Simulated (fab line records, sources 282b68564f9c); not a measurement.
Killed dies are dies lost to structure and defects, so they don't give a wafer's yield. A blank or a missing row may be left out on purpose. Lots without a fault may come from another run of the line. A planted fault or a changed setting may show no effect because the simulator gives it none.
Which tool did it? | flow rit_cmos | 13 lots, 39 wafers sampled, at 7 steps of a route of 202

WHAT THE GAUGES READ, wafer by wafer
RIT_FOX1_THK_MEAS_01. Usual: FOX1_OXIDE_THK 351 nm, standard deviation 6.
lot  | measured    | on            | FOX1_OXIDE_THK (nm) | flag
L507 | day 2 12:50 | film_metro-04 | 345 351 349         |
L509 | day 2 22:33 | film_metro-03 | 359 351 367         |
L510 | day 2 23:52 | film_metro-03 | 359 357 358         |
L511 | day 3 05:02 | film_metro-04 | 356 359 359         |
L512 | day 3 08:58 | film_metro-03 | 355 356 349         |
L513 | day 3 13:54 | film_metro-03 | 352 353 354         |
L516 | day 4 05:28 | film_metro-03 | 343 346 349         |
L517 | day 4 10:20 | film_metro-04 | 361 361 361         |
L519 | day 4 21:08 | film_metro-02 | 355 355 353         |
L520 | day 5 01:11 | film_metro-03 | 349 343 339         |
L521 | day 5 06:52 | film_metro-03 | 351 354 357         |
L524 | day 5 21:27 | film_metro-04 | 348 347 347         |
L527 | day 6 13:22 | film_metro-02 | 345 341 341         |

RIT_NWELL_OVL_MEAS_06. Usual: NWELL_OVL 0.2 nm, standard deviation 1.5.
lot  | measured    | on         | NWELL_OVL (nm) | flag
L507 | day 2 16:08 | overlay-01 | 2.3 1.1 2.0    |
L509 | day 3 03:23 | overlay-01 | 0.2 -1.6 -1.3  |
L510 | day 3 03:39 | overlay-02 | -1.1 -2.5 -2.2 |
L511 | day 3 08:29 | overlay-02 | 0.0 0.8 0.5    |
L512 | day 3 12:20 | overlay-02 | -1.9 -0.6 0.2  |
L513 | day 3 17:23 | overlay-02 | 0.5 0.4 1.2    |
L516 | day 4 09:37 | overlay-02 | 2.8 1.3 0.3    |
L517 | day 4 13:54 | overlay-01 | 1.1 0.0 -1.0   |
L519 | day 5 00:35 | overlay-01 | - - -          | OFF
L520 | day 5 04:44 | overlay-02 | -2.1 -4.1 -2.2 |
L521 | day 5 10:49 | overlay-02 | 0.7 2.1 2.0    |
L524 | day 6 02:38 | overlay-02 | 0.8 0.5 1.0    |
L527 | day 6 17:34 | overlay-01 | 3.1 2.9 1.1    |

RIT_NWELL_TW_MEAS_10. Usual: NWELL_TW 2146, standard deviation 14.
lot  | measured    | on            | NWELL_TW       | flag
L507 | day 2 16:46 | film_metro-01 | 2161 2144 2155 |
L509 | day 3 04:01 | film_metro-03 | 2133 2145 2138 |
L510 | day 3 04:16 | film_metro-04 | 2156 2156 2152 |
L511 | day 3 09:07 | film_metro-01 | 2146 2143 2142 |
L512 | day 3 12:56 | film_metro-03 | 2132 2124 2132 |
L513 | day 3 18:00 | film_metro-03 | 2133 2131 2143 |
L516 | day 4 10:21 | film_metro-03 | 2145 2143 2144 |
L517 | day 4 14:41 | film_metro-03 | 2148 2141 2151 |
L519 | day 5 01:13 | film_metro-04 | 30 30 30       | OFF
L520 | day 5 05:20 | film_metro-04 | 2158 2168 2178 |
L521 | day 5 11:25 | film_metro-03 | 2146 2156 2144 |
L524 | day 6 03:15 | film_metro-01 | 2131 2128 2133 |
L527 | day 6 18:10 | film_metro-01 | 2133 2127 2139 |

RIT_PWELL_TW_MEAS_10. Usual: PWELL_TW 954, standard deviation 6.3.
lot  | measured    | on            | PWELL_TW       | flag
L507 | day 2 18:19 | film_metro-03 | 949 948 949    |
L509 | day 3 05:41 | film_metro-03 | 943 944 947    |
L510 | day 3 05:56 | film_metro-04 | 963 957 961    |
L511 | day 3 10:47 | film_metro-03 | 943 942 941    |
L512 | day 3 14:40 | film_metro-04 | 963 957 962    |
L513 | day 3 19:40 | film_metro-01 | 958 958 955    |
L516 | day 4 12:02 | film_metro-01 | 951 946 949    |
L517 | day 4 16:26 | film_metro-03 | 952 957 954    |
L519 | day 5 02:53 | film_metro-04 | 2217 2214 2216 | OFF
L520 | day 5 06:56 | film_metro-01 | 947 954 951    |
L521 | day 5 12:58 | film_metro-03 | 956 957 952    |
L524 | day 6 04:55 | film_metro-03 | 952 954 950    |
L527 | day 6 19:51 | film_metro-01 | 950 947 948    |

RIT_NRETRO_OVL_MEAS_06. Usual: NRETRO_OVL 0.2 nm, standard deviation 1.3.
lot  | measured    | on         | NRETRO_OVL (nm) | flag
L507 | day 3 00:42 | overlay-01 | 0.7 0.0 0.5     |
L509 | day 3 12:02 | overlay-01 | -0.9 2.4 -0.5   |
L510 | day 3 12:17 | overlay-01 | 0.3 -0.5 -1.0   |
L511 | day 3 17:25 | overlay-01 | -0.8 -0.3 0.5   |
L512 | day 3 21:39 | overlay-02 | 0.3 0.8 0.8     |
L513 | day 4 01:56 | overlay-01 | -0.2 0.5 -1.3   |
L516 | day 4 19:41 | overlay-02 | 0.7 -0.1 -0.3   |
L517 | day 4 23:10 | overlay-01 | -0.7 1.3 -0.3   |
L519 | day 5 09:50 | overlay-02 | 0.8 -0.6 1.8    |
L520 | day 5 13:11 | overlay-01 | 1.6 1.6 0.0     |
L521 | day 5 19:22 | overlay-02 | 1.1 1.1 2.6     |
L524 | day 6 11:11 | overlay-02 | 0.1 -0.7 0.2    |
L527 | day 7 02:08 | overlay-02 | 2.1 2.0 1.1     |

WHICH TOOL RAN EACH LOT (tool, then ch and the chambers of the sampled wafers, then the start)
lot  | RIT_NWELL_EXPOSE_03                | RIT_PWELL_STRIP_09
L507 | iline_stepper-01 ch 0, day 2 15:44 | plasma_asher-04 ch 0,1, day 2 18:10
L509 | iline_stepper-02 ch 0, day 3 02:58 | plasma_asher-04 ch 0,1, day 3 05:30
L510 | iline_stepper-01 ch 0, day 3 03:14 | plasma_asher-02 ch 1, day 3 05:45
L511 | iline_stepper-01 ch 0, day 3 08:05 | plasma_asher-04 ch 0,1, day 3 10:39
L512 | iline_stepper-01 ch 0, day 3 11:55 | plasma_asher-02 ch 0,1, day 3 14:29
L513 | iline_stepper-02 ch 0, day 3 16:58 | plasma_asher-04 ch 0,1, day 3 19:30
L516 | iline_stepper-02 ch 0, day 4 09:12 | plasma_asher-02 ch 0,1, day 4 11:51
L517 | iline_stepper-01 ch 0, day 4 13:29 | plasma_asher-02 ch 0, day 4 16:14
L519 | iline_stepper-01 ch 0, day 5 00:11 | plasma_asher-04 ch 0,1, day 5 02:45
L520 | iline_stepper-02 ch 0, day 5 04:19 | plasma_asher-02 ch 0,1, day 5 06:45
L521 | iline_stepper-01 ch 0, day 5 10:23 | plasma_asher-01 ch 0,1, day 5 12:48
L524 | iline_stepper-01 ch 0, day 6 02:13 | plasma_asher-01 ch 0,1, day 6 04:45
L527 | iline_stepper-01 ch 0, day 6 17:08 | plasma_asher-04 ch 0,1, day 6 19:40
- RIT_NWELL_EXPOSE_03: exposes mask M2, target cd 43900 nm.
- RIT_PWELL_STRIP_09: strips in O2, time 180 s.

WHAT THE TOOLS THEMSELVES READ (means of the sampled wafers that have a number; where no wafer has one, the mark that the record gives instead)
RIT_PWELL_STRIP_09. Usual: drypump_motor_current_A 6.0 A, standard deviation 0.49.
lot  | tool            | drypump_motor_current_A (A) | flag
L507 | plasma_asher-04 | 5.8                         |
L509 | plasma_asher-04 | 5.8                         |
L510 | plasma_asher-02 | 6.4                         |
L511 | plasma_asher-04 | 5.6                         |
L512 | plasma_asher-02 | 6.2                         |
L513 | plasma_asher-04 | 5.8                         |
L516 | plasma_asher-02 | 6.2                         |
L517 | plasma_asher-02 | 6.1                         |
L519 | plasma_asher-04 | 5.6                         |
L520 | plasma_asher-02 | 6.2                         |
L521 | plasma_asher-01 | 6.1                         |
L524 | plasma_asher-01 | 5.6                         |
L527 | plasma_asher-04 | 5.9                         |

THE ANSWER, worked out from the rows above alone
Rule: a lot is off if the mean of its wafers that have a number lies more than 3 standard deviations from the usual mean. A lot without any number at a reading at which 4 lots or more have one is off too. The other lots that the step has rows for count as sound. The gauges are gone through in route order, then the tools' own readings, and for those a lot's mean is taken as printed above. The first step at which some lot is off is used, and at that step the reading that is off furthest; a lot without a number counts as furthest.
Off: L519, at RIT_NWELL_OVL_MEAS_06 (NWELL_OVL). Without a number there: L519.
A tool fits if, at a process step before that reading, it ran every lot that is off, and no sound lot after the first of them. The gauges at RIT_NWELL_OVL_MEAS_06 aren't tried: what is off there is off at RIT_NWELL_TW_MEAS_10 too, on other tools, and a gauge's error can't cause that. None of those tried fits.

WHAT THE SIMULATOR HAD PUT IN
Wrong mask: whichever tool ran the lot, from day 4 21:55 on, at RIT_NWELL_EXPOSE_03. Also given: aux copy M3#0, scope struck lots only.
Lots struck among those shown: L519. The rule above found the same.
